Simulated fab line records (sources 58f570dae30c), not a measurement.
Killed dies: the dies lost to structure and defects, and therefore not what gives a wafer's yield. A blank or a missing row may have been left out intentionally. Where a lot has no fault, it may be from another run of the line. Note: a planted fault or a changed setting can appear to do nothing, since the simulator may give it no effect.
Which tool was responsible? -- flow berkeley_cmos170 -- Sampling: 14 lots, 42 wafers, 3 of 331 route steps

WHAT THE GAUGES SHOWED, per wafer
UCB170_NWELL_THK_MEAS_05. Usual: for NWELL_NITRIDE_THK the level is 224.5 nm and the standard deviation is 2.5.
lot,measured,on,NWELL_NITRIDE_THK (nm),flag
L273,day 2 08:20,film_metro-01,223.1 223.3 222.7,
L276,day 2 21:46,film_metro-01,228.6 224.8 226.8,
L277,day 3 06:18,film_metro-01,222.8 221.6 221.6,
L279,day 3 18:14,film_metro-01,225.0 226.2 225.1,
L280,day 3 18:17,film_metro-01,224.7 226.7 227.3,
L281,day 4 02:37,film_metro-01,223.6 222.8 223.0,
L282,day 4 02:37,film_metro-04,223.2 224.2 224.5,
L283,day 4 12:45,film_metro-04,224.2 224.1 224.2,
L284,day 4 19:25,film_metro-01,224.5 226.0 224.2,
L285,day 5 07:00,film_metro-01,226.0 226.1 225.0,
L288,day 5 12:50,film_metro-03,223.9 225.3 224.8,
L290,day 5 20:52,film_metro-03,180.1 181.7 181.0 180.1 181.6 181.1,OFF
L291,day 6 00:48,film_metro-01,221.8 219.2 218.4,
L293,day 6 08:49,film_metro-03,176.9 177.7 178.9 176.8 177.8 179.0,OFF

TOOL THAT RAN EACH LOT (tool first, then ch and the chambers of the sampled wafers, then the start)
lot,UCB170_ZERO_STRIP_07,UCB170_NWELL_CVD_04
L273,"plasma_asher-04 ch 0,1, day 1 21:29","lpcvd-02 ch 1, day 2 06:24"
L276,"plasma_asher-01 ch 0,1, day 2 11:32","lpcvd-01 ch 1, day 2 19:49"
L277,"plasma_asher-01 ch 0,1, day 2 17:26","lpcvd-02 ch 1, day 3 04:20"
L279,"plasma_asher-03 ch 0, day 3 04:04","lpcvd-02 ch 0, day 3 16:16"
L280,"plasma_asher-03 ch 0,1, day 3 11:44","lpcvd-02 ch 1, day 3 16:16"
L281,"plasma_asher-04 ch 0,1, day 3 15:28","lpcvd-02 ch 1, day 4 00:41"
L282,"plasma_asher-03 ch 0,1, day 3 16:01","lpcvd-02 ch 0, day 4 00:41"
L283,"plasma_asher-03 ch 1, day 3 19:39","lpcvd-01 ch 1, day 4 10:49"
L284,"plasma_asher-04 ch 0,1, day 4 03:49","lpcvd-01 ch 0, day 4 17:29"
L285,"plasma_asher-01 ch 0,1, day 4 12:55","lpcvd-01 ch 1, day 5 05:04"
L288,"plasma_asher-04 ch 0,1, day 5 03:24","lpcvd-01 ch 0, day 5 10:54"
L290,"plasma_asher-04 ch 0,1, day 5 10:31","lpcvd-01 ch 1, day 5 18:55"
L291,"plasma_asher-01 ch 0,1, day 5 15:46","lpcvd-02 ch 0, day 5 22:50"
L293,"plasma_asher-04 ch 0,1, day 5 22:18","lpcvd-01 ch 0, day 6 06:53"
- UCB170_ZERO_STRIP_07: strips in O2.
- UCB170_NWELL_CVD_04: deposits Si3N4 from SiH2Cl2/NH3, target thk 224 nm, time 3360 s.

WHAT THE TOOLS THEMSELVES READ (means of the sampled wafers that have a number; where no wafer has one, the mark that the record gives instead)
UCB170_ZERO_STRIP_07. Usual: drypump_motor_current_A 5.5 A, standard deviation 0.39; oes_product_au 0.728 a.u., standard deviation 0.0047; strip_time_to_endpoint_s 21.48 s, standard deviation 0.08.
lot,tool,drypump_motor_current_A (A),oes_product_au (a.u.),strip_time_to_endpoint_s (s),flag
L273,plasma_asher-04,5.5,0.726,21.52,
L276,plasma_asher-01,5.7,0.725,21.48,
L277,plasma_asher-01,5.7,0.737,21.48,
L279,plasma_asher-03,5.1,0.726,21.50,
L280,plasma_asher-03,5.3,0.725,21.55,
L281,plasma_asher-04,5.7,0.726,21.39,
L282,plasma_asher-03,5.4,0.725,21.51,
L283,plasma_asher-03,5.8,0.728,21.48,
L284,plasma_asher-04,5.8,0.730,21.44,
L285,plasma_asher-01,5.7,0.727,21.33,
L288,plasma_asher-04,5.5,0.728,21.51,
L290,plasma_asher-04,5.8,0.730,21.60,
L291,plasma_asher-01,5.4,0.726,21.64,
L293,plasma_asher-04,5.5,0.732,21.47,

UCB170_NWELL_CVD_04. Usual: zone_power_source_pct reads 19.9 % (standard deviation 0.75).
lot,tool,zone_power_source_pct (%),flag
L273,lpcvd-02,20.8,
L276,lpcvd-01,18.8,
L277,lpcvd-02,20.8,
L279,lpcvd-02,20.4,
L280,lpcvd-02,20.6,
L281,lpcvd-02,20.7,
L282,lpcvd-02,20.5,
L283,lpcvd-01,18.8,
L284,lpcvd-01,19.7,
L285,lpcvd-01,18.9,
L288,lpcvd-01,19.6,
L290,lpcvd-01,19.1,
L291,lpcvd-02,20.4,
L293,lpcvd-01,19.6,

THE ANSWER, worked out from the rows above alone
Rule: lot off if the mean of its wafers having a number is beyond 3 standard deviations from the usual mean. Also off: a lot with no number at a reading for which 4 or more lots have one. All remaining lots with rows at the step are treated as sound. Order of review: gauges by route order, followed by the tools' own readings, for which a lot's mean as printed above is used. At the first step where some lot is off, the reading lying furthest off is the one used; lots without a number count as furthest.
Off: L290, L293, at UCB170_NWELL_THK_MEAS_05 (NWELL_NITRIDE_THK).
A tool fits if, at a process step before that reading, it ran every lot that is off, and no sound lot after the first of them. Those tools and the gauges at UCB170_NWELL_THK_MEAS_05 are tried in the same way. Can't be told from this: 3 tools fit, plasma_asher-04 at UCB170_ZERO_STRIP_07, lpcvd-01 at UCB170_NWELL_CVD_04, film_metro-03 at UCB170_NWELL_THK_MEAS_05.

WHAT THE SIMULATOR HAD INSERTED
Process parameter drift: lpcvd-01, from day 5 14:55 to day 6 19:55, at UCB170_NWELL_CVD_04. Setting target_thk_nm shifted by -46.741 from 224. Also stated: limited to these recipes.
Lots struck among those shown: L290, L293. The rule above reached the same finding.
